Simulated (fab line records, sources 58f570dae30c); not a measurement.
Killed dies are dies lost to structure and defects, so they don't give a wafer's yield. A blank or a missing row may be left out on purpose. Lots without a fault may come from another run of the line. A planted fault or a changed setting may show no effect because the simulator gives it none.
Problem report in the 8D (eight disciplines) form, filled by code | flow berkeley_cmos170 | the parts of the form that need people (team, actions taken, sign-off) are left out

1. THE PROBLEM
NSD_RS at UCB170_SDANNEAL_RS_MEAS_03 reads a mean of 35.50 ohm/sq on 6 wafers of 2 lots; wafers without a fault read 37.08 ohm/sq with a standard deviation of 0.089. That is -18 standard deviations from the usual mean.
The step: measures by four-point-probe.
First seen on wafer L757.3, day 10 10:04, on film_metro-02. The record holds 42 wafers of 14 lots with a number at this step. Rule for "out", or "out of limits": more than 4 standard deviations from the usual mean. The other wafers with a number count as sound.

2. WHAT IT IS AND WHAT IT IS NOT
question                    | is                           | is not
which readings at this step | NSD_RS                       | -
which lots                  | L757, L758                   | L741, L742, L743, L744, L746, L747, L749, L750, L751, L752, L754, L763
which wafers of those lots  | all that have a number       | -
read on which gauges        | film_metro-01, film_metro-02 | film_metro-04
when                        | from day 10 10:04            | up to then (33 sound wafers); but 3 sound wafers of L763 came after

3. SUSPECTS, AND WHAT RULES EACH OUT
Counting: a tool at a process step up to the reading stays a suspect if it ran every lot that is out and no sound lot after the first of them.
- the gauge at UCB170_SDANNEAL_RS_MEAS_03: ruled out. The wafers that are out were read on 2 gauges (film_metro-01, film_metro-02).
- plasma_asher-01 at UCB170_ZERO_STRIP_07 (strips in O2): ruled out as a lasting fault. Sound lots L763 ran on it after its first lot that is out, L757 (day 5 08:26).
- implanter-03 at UCB170_NSD_IMPLANT_08: kept. It ran every lot that is out, first L757 (day 10 07:50), and no sound lot after that; its last sound lot up to then is L754 (day 9 19:41). Its own readings are out on those wafers: dose_ions_cm2.
Left after counting: implanter-03 at UCB170_NSD_IMPLANT_08.

4. THE CAUSE (what the simulator had put in)
Process parameter drift: implanter-03, from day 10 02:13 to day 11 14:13, at UCB170_NSD_IMPLANT_08. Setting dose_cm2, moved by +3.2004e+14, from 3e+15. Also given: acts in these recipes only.
Counting left only this tool.

5. THE CHAIN OF EFFECTS, in route order
Each row: a reading whose mean over the struck wafers that have a number lies more than 3 standard deviations from the usual. Only readings for which the record gives a usual standard deviation are gone through. hours: the time from each lot's start at the first step in this table that gives one to its start at this step, as a median over the lots. sigmas: the change in usual standard deviations.
hours | step                       | reading                  | usual        | on struck wafers | change | sigmas
0     | UCB170_NSD_IMPLANT_08      | dose_ions_cm2            | 3e+15        | 3e+15            | +3e+14 | +91
0     | UCB170_NSD_IMPLANT_08      | faraday_current_uA       | 9258         | 10253            | +995   | +5.2
0     | UCB170_NSD_STRIP_09        | strip_time_to_endpoint_s | 36.04 s      | 37.05            | +1.02  | +15
2     | UCB170_SDANNEAL_RS_MEAS_03 | NSD_RS                   | 37.08 ohm/sq | 35.50            | -1.58  | -18
The process steps in it:
- UCB170_NSD_IMPLANT_08
- UCB170_NSD_STRIP_09: strips in O2.

6. WHAT WOULD HAVE CAUGHT IT SOONER
In this record the first reading out of limits at a measuring or inspecting step was taken at day 10 10:04, 8 hours after the fault began at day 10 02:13.
The tool's own readings at UCB170_NSD_IMPLANT_08 were out on every struck wafer that the step has a row for (dose_ions_cm2): an alarm limit on them would have fired on the first of those.
Of the lots that are out (2), L758 began UCB170_NSD_IMPLANT_08 on implanter-03 after day 10 10:04. A hold on the tool at that time would have spared it.
